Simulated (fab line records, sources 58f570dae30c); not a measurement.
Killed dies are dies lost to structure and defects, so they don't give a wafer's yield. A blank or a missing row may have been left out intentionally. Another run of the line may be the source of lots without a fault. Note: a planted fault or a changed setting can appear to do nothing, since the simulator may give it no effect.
What tool caused it? + flow berkeleyCmos170 + 21 wafers from 7 lots sampled at 2 of the route's 331 steps

== WHAT THE GAUGES READ, wafer by wafer ==
UCB170_M3_RS_MEAS_02: measures by four-point-probe.
| lot  | measured     | on           | M3_AL_RS (ohm/sq)    |
|------|--------------|--------------|----------------------|
| L602 | day 9 02:20  | filmMetro-04 | 0.0325 0.0323 0.0327 |
| L605 | day 9 19:05  | filmMetro-02 | 0.0320 0.0320 0.0318 |
| L606 | day 10 10:22 | filmMetro-04 | 0.0317 0.0319 0.0325 |
| L612 | day 10 23:48 | filmMetro-01 | 0.0325 0.0319 0.0321 |
| L614 | day 11 19:53 | filmMetro-02 | 0.0411 0.0424 0.0410 |
| L615 | day 12 06:29 | filmMetro-01 | 0.0415 0.0418 0.0406 |
| L617 | day 12 09:17 | filmMetro-02 | 0.0320 0.0318 0.0320 |

== WHICH TOOL RAN EACH LOT (tool, then ch and the chambers of the sampled wafers, then the start) ==
| lot  | UCB170_M3_SPUTTER_01        |
|------|-----------------------------|
| L602 | pvdSputter-02, day 9 02:13  |
| L605 | pvdSputter-02, day 9 19:00  |
| L606 | pvdSputter-04, day 10 10:16 |
| L612 | pvdSputter-03, day 10 23:43 |
| L614 | pvdSputter-04, day 11 19:48 |
| L615 | pvdSputter-04, day 12 06:22 |
| L617 | pvdSputter-03, day 12 09:11 |
- UCB170_M3_SPUTTER_01: material Al, target thk 900 nm, time 120 s.

== THE ANSWER, worked out from the rows above alone ==
Rule: usual is defined by the lots themselves. Put in order of their means at a reading, lots are off if they are a third of the lots or fewer, leave a main group of 4 or more, and stand apart from it by a gap of 3 or more times the standard deviation of the main group's means; of several such gaps the widest counts. If all means in a main group match to the digits the tables above print for the reading, that group is not used. Also off: a lot with no number at a reading for which 4 or more lots have one. Where the step has rows for the other lots, those lots are counted as sound.
Off: L614, L615, at UCB170_M3_RS_MEAS_02 (M3_AL_RS). The main group has a mean of 0.0321 ohm/sq with a standard deviation of 0.00021.
If a tool, at a process step before that reading, ran all the lots that are off and no sound lot after the first of them, it fits. The gauges at UCB170_M3_RS_MEAS_02 are tried like those tools. One fits: pvdSputter-04 at UCB170_M3_SPUTTER_01. A fault onset in the window from L606 (day 10 10:16, its last sound lot) to L614 (day 11 19:48, its first lot off) fits.

== WHAT WAS PUT IN BY THE SIMULATOR ==
Site profile drift: pvdSputter-04, from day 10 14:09 on, at UCB170_M3_SPUTTER_01. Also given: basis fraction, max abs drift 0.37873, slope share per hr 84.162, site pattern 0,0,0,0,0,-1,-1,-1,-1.
Shown lots that were struck: L614, L615. The rule above reached the same finding.
